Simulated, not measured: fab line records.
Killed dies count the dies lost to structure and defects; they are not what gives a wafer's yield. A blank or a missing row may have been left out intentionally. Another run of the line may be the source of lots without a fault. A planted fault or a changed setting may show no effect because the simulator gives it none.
The tool behind it: which one? | flow berkeley-cmos170 | 14 lots with 42 wafers sampled at 5 steps, on a route of 331 steps

== WHAT THE GAUGES SHOWED, per wafer ==
UCB170_ACTIVE_THK_MEAS_06.
lot  | measured     | on            | ACTIVE_NITRIDE_THK (nm)
L647 | day 5 03:44  | film-metro-04 | 217.9 215.6 216.9
L650 | day 5 17:05  | film-metro-02 | 219.5 221.0 220.0
L649 | day 5 17:05  | film-metro-01 | 219.4 220.5 219.9
L652 | day 5 23:26  | film-metro-04 | 221.9 221.6 221.3
L653 | day 6 04:31  | film-metro-01 | 222.1 219.0 219.5
L654 | day 6 04:32  | film-metro-04 | 221.4 222.1 221.0
L655 | day 6 18:02  | film-metro-04 | 219.3 220.2 219.8
L656 | day 6 18:02  | film-metro-02 | 218.5 218.8 219.9
L660 | day 7 10:00  | film-metro-01 | 221.9 221.0 220.4
L663 | day 7 22:50  | film-metro-02 | 218.8 220.2 220.7
L661 | day 7 22:52  | film-metro-04 | 222.7 221.7 224.0
L665 | day 9 00:08  | film-metro-01 | 221.2 220.2 219.9
L667 | day 9 23:01  | film-metro-01 | 219.2 217.3 219.5
L669 | day 10 09:38 | film-metro-02 | 220.6 220.5 222.3

UCB170_PFIELD_OVL_MEAS_06.
lot  | measured     | on         | PFIELD_OVL (nm)
L647 | day 5 06:52  | overlay-02 | -3 3 -2
L650 | day 5 20:14  | overlay-01 | 11 9 3
L649 | day 5 20:19  | overlay-02 | -12 -10 -4
L652 | day 6 03:07  | overlay-02 | 8 10 10
L653 | day 6 07:34  | overlay-02 | -2 -5 0
L654 | day 6 07:40  | overlay-01 | 12 -1 7
L655 | day 6 22:28  | overlay-02 | 2 -4 6
L656 | day 6 23:23  | overlay-02 | 5 5 3
L660 | day 7 15:07  | overlay-01 | -4 -10 -8
L663 | day 8 03:19  | overlay-02 | -9 3 -6
L661 | day 8 03:35  | overlay-02 | 7 8 11
L665 | day 9 03:20  | overlay-02 | 5 6 0
L667 | day 10 01:25 | overlay-01 | -2 9 7
L669 | day 10 13:30 | overlay-02 | -1 4 0

UCB170_NVT_TW_MEAS_09.
lot  | measured     | on            | NVT_TW
L647 | day 6 21:29  | film-metro-02 | 514 517 517
L650 | day 7 07:34  | film-metro-04 | 520 517 523
L649 | day 7 08:24  | film-metro-03 | 527 527 530
L652 | day 7 16:29  | film-metro-02 | 520 518 519
L653 | day 7 16:38  | film-metro-04 | 516 519 520
L654 | day 7 17:02  | film-metro-04 | 518 519 521
L655 | day 8 12:38  | film-metro-03 | 521 523 524
L656 | day 8 12:23  | film-metro-04 | 517 519 520
L660 | day 9 20:13  | film-metro-04 | 525 527 525
L663 | day 10 16:58 | film-metro-03 | 525 523 523
L661 | day 10 16:33 | film-metro-02 | 518 518 516
L665 | day 11 04:23 | film-metro-03 | 530 525 531
L667 | day 11 18:58 | film-metro-04 | 528 524 525
L669 | day 12 01:35 | film-metro-04 | 524 523 525

UCB170_GATE_THK_MEAS_05.
lot  | measured     | on            | GATE_POLY_THK (nm)
L647 | day 7 10:08  | film-metro-03 | 216.5 215.9 215.2
L650 | day 8 00:13  | film-metro-02 | 213.2 214.2 214.6
L649 | day 8 00:14  | film-metro-03 | 216.9 216.7 215.9
L652 | day 8 16:23  | film-metro-02 | 214.2 214.5 215.3
L653 | day 8 16:22  | film-metro-03 | 213.0 213.5 212.2
L654 | day 8 16:26  | film-metro-03 | 218.3 218.7 217.1
L655 | day 9 11:58  | film-metro-03 | 241.4 242.2 239.8 241.7 242.4 239.7
L656 | day 9 11:58  | film-metro-02 | 243.8 245.6 245.0 243.9 245.7 244.7
L660 | day 10 15:43 | film-metro-03 | 217.0 215.7 214.9
L663 | day 11 11:02 | film-metro-03 | 215.7 214.0 213.8
L661 | day 11 11:06 | film-metro-02 | 211.6 212.1 212.4
L665 | day 11 18:26 | film-metro-01 | 212.9 212.8 212.9
L667 | day 12 13:38 | film-metro-03 | 213.3 212.6 212.2
L669 | day 12 19:01 | film-metro-02 | 214.8 216.4 215.7

== EACH LOT AND THE TOOL THAT RAN IT (in order: tool; ch and the chambers of the sampled wafers; start) ==
lot  | UCB170_GATE_CVD_04
L647 | lpcvd-02 ch 1, day 7 08:44
L650 | lpcvd-02 ch 1, day 7 22:49
L649 | lpcvd-02 ch 1, day 7 22:49
L652 | lpcvd-02 ch 0, day 8 14:58
L653 | lpcvd-02 ch 1, day 8 14:58
L654 | lpcvd-02 ch 1, day 8 14:58
L655 | lpcvd-02 ch 1, day 9 10:34
L656 | lpcvd-02 ch 1, day 9 10:34
L660 | lpcvd-01 ch 1, day 10 14:19
L663 | lpcvd-01 ch 1, day 11 09:38
L661 | lpcvd-01 ch 0, day 11 09:38
L665 | lpcvd-01 ch 1, day 11 17:01
L667 | lpcvd-01 ch 1, day 12 12:14
L669 | lpcvd-01 ch 1, day 12 17:37
- UCB170_GATE_CVD_04: deposits poly-Si from SiH4, time 1440 s, target thk 214 nm.

== WHAT THE TOOLS THEMSELVES READ (means of the sampled wafers that have a number; where no wafer has one, the mark that the record gives instead) ==
The record holds no such reading with a usual standard deviation.

== THE ANSWER, worked out from the rows above alone ==
Rule: usual is defined by the lots themselves. Put in order of their means at a reading, lots are off if they are a third of the lots or fewer, leave a main group of 4 or more, and stand apart from it by a gap of 3 or more times the standard deviation of the main group's means; of several such gaps the widest counts. A main group is skipped when, at the precision printed for the reading in the tables above, its means are all equal. Also off: a lot with no number at a reading for which 4 or more lots have one. The other lots that the step has rows for count as sound. The gauges are gone through in route order, then the tools' own readings, and for those a lot's mean is taken as printed above. The first step at which some lot is off is used, and at that step the reading that is off furthest; a lot without a number counts as furthest.
Off: at UCB170_GATE_THK_MEAS_05 (GATE_POLY_THK), L655, L656. Main group: mean 214.6 nm, sd 1.7.
If a tool, at a process step before that reading, ran all the lots that are off and no sound lot after the first of them, it fits. Gauges at UCB170_GATE_THK_MEAS_05: tried the same way as those tools. One candidate fits, namely lpcvd-02 at UCB170_GATE_CVD_04. A fault onset in the window from L652 (day 8 14:58, its last sound lot) to L655 (day 9 10:34, its first lot off) fits.

== WHAT WAS PUT IN BY THE SIMULATOR ==
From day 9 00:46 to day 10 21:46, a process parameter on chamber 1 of lpcvd-02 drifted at UCB170_GATE_CVD_04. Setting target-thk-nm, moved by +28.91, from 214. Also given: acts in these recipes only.
Shown lots that were struck: L655, L656. Same finding as the rule above.
